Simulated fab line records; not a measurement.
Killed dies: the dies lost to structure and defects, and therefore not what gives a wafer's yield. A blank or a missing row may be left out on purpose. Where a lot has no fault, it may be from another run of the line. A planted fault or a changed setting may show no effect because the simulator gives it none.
Split-lot study    flow berkeley cmos170    route with 331 steps; 5 lots, 23 wafers read

== THE SPLIT ==
At UCB170_V1_CVD_00 (deposits SiO2 from TEOS/O2, target thk 2000 nm, time 250 s), the setting time s was moved away from the recipe's 250 s on 4 of the 23 wafers read, by -10.9% to -7.1%. This setting was run at the recipe's value on the other wafers.

Between the split and the reading, the file records no step.

== THE READING ==
V1_TEOS_THK in nanometres, read at UCB170_V1_THK_MEAS_01. Typical for fault-free wafers on this fab line: 2013 nm, with standard deviation 23 nm.

wafer   tool, chamber at the split  time s as run, s  against the recipe  V1_TEOS_THK, nm  against lot-mates on the recipe
L076.2  pecvd-02, 1                 250               recipe              1987             -
L076.4  pecvd-02, 0                 250               recipe              2030             -
L076.6  pecvd-02, 2                 250               recipe              2030             -
L080.1  pecvd-03, 2                 250               recipe              1973             -
L080.2  pecvd-03, 1                 250               recipe              1971             -
L080.3  pecvd-03, 0                 250               recipe              1974             -
L080.4  pecvd-03, 1                 250               recipe              2000             -
L080.6  pecvd-03, 2                 250               recipe              1997             -
L081.1  pecvd-02, 2                 250               recipe              2005             -
L081.3  pecvd-02, 1                 250               recipe              1997             -
L081.4  pecvd-02, 1                 250               recipe              2033             -
L081.5  pecvd-02, 0                 222.8             -10.9%              1800             -212
L081.6  pecvd-02, 2                 222.8             -10.9%              1818             -194
L082.1  pecvd-03, 2                 250               recipe              1974             -
L082.2  pecvd-03, 0                 250               recipe              1996             -
L082.4  pecvd-03, 0                 250               recipe              2040             -
L082.5  pecvd-03, 1                 250               recipe              2023             -
L082.6  pecvd-03, 2                 250               recipe              2016             -
L083.1  pecvd-02, 1,0               232.3             -7.1%               1873             -140
L083.2  pecvd-02, 2                 250               recipe              1998             -
L083.3  pecvd-02, 0                 250               recipe              1992             -
L083.5  pecvd-02, 1,0               232.3             -7.1%               1875             -138
L083.6  pecvd-02, 2                 250               recipe              2050             -
Rows listing several chambers each stand for several wafers; the file does not say which wafer went through which chamber.

FIT RESULTS
A straight line over all 23 wafers: V1_TEOS_THK changes by +18.1 nm for each +1% of time s; r = +0.95; the points scatter about the line by 23 nm.
The same after taking each lot's own level away (the mean of its wafers on the recipe; 23 wafers): +18.9 nm for each +1%; r = +0.96; scatter 19 nm.
That fit puts the effect of the largest move of time s on the reading at 2.1e+02 nm.
The span of the lots' own levels, 1983.0 to 2015.7 nm, comes to 1.4 times the standard deviation stated above.
The two slopes agree, so the slope changes little with the lot-to-lot level.
Check: for one of the wafers moved furthest among these (-10.9%), held out of the fit, the line's prediction against its lot-mates is -203 nm. It came out at -212 nm against them.

== FURTHER SPLITS ON THESE WAFERS ==
Before the reading, these wafers also passed through other splits. Each is held against what the fit with the lots' levels taken away leaves over:
other split on the same wafers        wafers away from the commonest value  r with V1_TEOS_THK (lot level and that fit taken away)
UCB170_SPACER_CVD_00 time s           11                                    -0.14
UCB170_SPACER_ETCHBACK_03 rf w        11                                    -0.02
UCB170_CONTACT_CVD_01 pressure mtorr  18                                    +0.03
UCB170_CONTACT_DEVELOP_14 dev temp c  11                                    -0.05
UCB170_M1_EXPOSE_06 dose mj           7                                     -0.04

== THE WHOLE CHAIN: every reading that the file lists as answering this split, in the file's order ==
step                   what it does                                                reading                                                                    change (the file's fit)               r (the file's)
UCB170_V1_CVD_00       deposits SiO2 from TEOS/O2, target thk 2000 nm, time 250 s  SiO2_of_V1_CVD_00.thk nm (the simulator's own value, which no gauge read)  +18.9 nm for each +1% of the setting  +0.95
UCB170_V1_THK_MEAS_01                                                              V1_TEOS_THK                                                                +18.9 for each +1% of the setting     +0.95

== THE FILE'S OWN FIT ==
V1_TEOS_THK changes by +18.9 nm for each +1% of time s, r = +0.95.
